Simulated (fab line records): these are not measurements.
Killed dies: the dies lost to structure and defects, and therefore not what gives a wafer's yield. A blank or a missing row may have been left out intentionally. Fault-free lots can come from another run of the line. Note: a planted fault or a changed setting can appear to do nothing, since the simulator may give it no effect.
fab line records | flow rit_cmos
[record] lots = 13 | wafers = 39 | last_day = 7
route steps=202 shown M1@188
lots with no fault: from the same line, run without faults
start_h: start of the lot's first displayed wafer, in hours after the record's first day | wait_h: hours from the lot's prior step to this one | " the same as in the row above | L1.1+2: several wafers, shown together as one row | - no value, or no start was given | * or withheld: withheld | < > ~ a bound
route shown NAME@n: names a module that has steps shown in the file, with the first one's number in the route | usual: average and standard deviation across the fault-free wafers | same: alike in all rows | chamber/n: place in a boat | sites: the reading at each site | _std_site: the values' standard deviation | _edge_site: the outer-site mean with the inner-site mean subtracted | radius_mm: for every site, how far away it sits from the centre of the wafer | mask NAME#n: copy n | behind: the tool/chamber that last shaped the wafer | hold: why the lot went on hold/how many hours it stayed there/how the hold came to an end | device: whichever transistor did not switch (one of n, p or np) | end of line: the tests these same wafers got at the end of their route | a step without rows: its recipe alone | killed: not the wafer's yield, but the dies lost to structure and defects at the first sort | map: a wafer's dies, x killed, . not, _ none there
set.NAME: the setting that was run; set.NAME@STEP: the one run at that earlier step | model.NAME: the simulator's own value behind a step, which no gauge read
route steps across a sampled set of lots; one table per step, one row per wafer
services: the hour from which a tool's chamber was out of use, counted from the record's first day as start_h (under 0 if before that day), plus the number of hours and why
[[steps]]
[step RIT_M1_COAT_04]
[recipe] resist = NOVOLAK | spin_rpm = 2000 | resist_thk_nm = 1300
[usual] spin_speed_rpm = 2000.2/1.4
lot.wafer | tool           | chamber | start_h | wait_h | spin_speed_rpm
L955.1    | litho_track-02 | 0       | 57.17   | 0.1    | 1997.5
L955.4    | "              | 0       | "       | "      | 2002.5
L955.6    | "              | 0       | "       | "      | 2001.5
L956.2    | litho_track-02 | 0       | 63.96   | 0.1    | 2002.2
L956.4    | "              | 0       | "       | "      | 2001.8
L956.6    | "              | 0       | "       | "      | 2001.2
L960.3    | litho_track-03 | 0       | 85.24   | 0.1    | 1999.7
L960.4    | "              | 0       | "       | "      | 2000.4
L960.6    | "              | 0       | "       | "      | 1999.0
L961.1    | litho_track-02 | 0       | 87.00   | 0.1    | 2000.4
L961.2    | "              | 0       | "       | "      | 1997.3
L961.6    | "              | 0       | "       | "      | 1998.5
L964.1    | litho_track-03 | 0       | 109.10  | 0.1    | 2000.3
L964.2    | "              | 0       | "       | "      | 2000.2
L964.3    | "              | 0       | "       | "      | 2001.2
L965.1    | litho_track-04 | 0       | 110.44  | 0.1    | 1848.9
L965.2    | "              | 0       | "       | "      | 1850.8
L965.4    | "              | 0       | "       | "      | 1849.2
L966.1    | litho_track-04 | 0       | 114.12  | 0.1    | 1850.9
L966.4    | "              | 0       | "       | "      | 1851.4
L966.5    | "              | 0       | "       | "      | 1850.6
L970.1    | litho_track-03 | 0       | 130.17  | 0.1    | 1999.8
L970.2    | "              | 0       | "       | "      | 1999.2
L970.4    | "              | 0       | "       | "      | 1999.3
L973.1    | litho_track-03 | 0       | 145.65  | 0.1    | 1998.3
L973.3    | "              | 0       | "       | "      | 1998.4
L973.5    | "              | 0       | "       | "      | 2000.1
L974.3    | litho_track-02 | 0       | 152.44  | 0.1    | 1999.0
L974.4    | "              | 0       | "       | "      | 1998.9
L974.6    | "              | 0       | "       | "      | 2002.3
L975.1    | litho_track-03 | 0       | 158.77  | 0.1    | 2002.8
L975.2    | "              | 0       | "       | "      | 2000.3
L975.4    | "              | 0       | "       | "      | 2004.0
L976.1    | litho_track-02 | 0       | 160.84  | 0.1    | 2003.2
L976.5    | "              | 0       | "       | "      | 2000.9
L976.6    | "              | 0       | "       | "      | 2002.1
L978.1    | litho_track-03 | 0       | 172.27  | 0.1    | 2002.7
L978.2    | "              | 0       | "       | "      | 1999.0
L978.6    | "              | 0       | "       | "      | 2001.4
[step RIT_M1_PROBE_99]
[usual] killed_at_M0_to_M3 = 0.0/0.12 | killed_at_contacts = 0.1/0.34 | killed_at_front_end = 7.0/2.9 | killed_dies = 7.2/2.9 | killed_open = 3.6/1.9 | killed_short = 3.5/2.1
[same] gross_dies = 264 | killed_at_M4_up = 0 | killed_at_back_side = 0 | killed_at_other = 0
lot.wafer | tool      | chamber | start_h | wait_h | killed_at_M0_to_M3 | killed_at_contacts | killed_at_front_end | killed_dies | killed_open | killed_short
L973.1    | prober-01 | -       | 149.06  | 0.1    | 0                  | 0                  | 7                   | 7           | 5           | 2
L973.3    | prober-01 | -       | 149.16  | 0.2    | 0                  | 0                  | 7                   | 7           | 4           | 3
L973.5    | prober-01 | -       | 149.26  | 0.2    | 0                  | 0                  | 9                   | 9           | 6           | 3
// killed by level:class
L973.1 GATE:geometric_particle:open=2 FOX2:geometric_particle:open=1 GATE:geometric_particle:short=1 REOX:geometric_particle:open=1 SPACER:geometric_particle:open=1 SILICIDE:geometric_particle:short=1
L973.3 FOX1:geometric_particle:open=2 SILICIDE:geometric_particle:open=2 FOX2:geometric_particle:short=1 SPACER:geometric_particle:short=1 SILICIDE:geometric_particle:short=1
L973.5 SILICIDE:geometric_particle:open=3 REOX:geometric_particle:open=2 FOX1:geometric_particle:short=1 FOX2:geometric_particle:open=1 REOX:geometric_particle:short=1 SPACER:geometric_particle:short=1
[[services]]
tool           | chamber | start_h | hours | kind
litho_track-03 | -       | 59.82   | -     | consumable_replace:filter
[[key]]
[first_sign] step = RIT_M1_COAT_04 | reading = spin_speed_rpm | direction = down | sigmas = 99+ | usual = 2000.2 | struck = 1850.3
effect none on later readings
met_at RIT_M1_COAT_04
struck_lots L965,L966
tester_left_out L966
[earlier_fault] kind = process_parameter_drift | tool = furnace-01 | chamber = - | onset_h = 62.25 | steps = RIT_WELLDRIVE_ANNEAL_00 | channel = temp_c | offset = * | shape = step | end_h = 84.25 | acts_in = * | stated = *
[fault] kind = process_parameter_drift | tool = litho_track-04 | chamber = - | onset_h = 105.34 | steps = RIT_M1_COAT_04 | channel = spin_rpm | offset = -149.29 | shape = step | end_h = 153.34 | acts_in = these_recipes_only | stated = 2000
// tester_left_out: of these lots the tester's yield and bins aren't shown, on N5 and GAA mostly nor the transistor test; their killed dies are dies lost to structure and defects alone, not to doping, threshold or leakage, so they don't give the yield
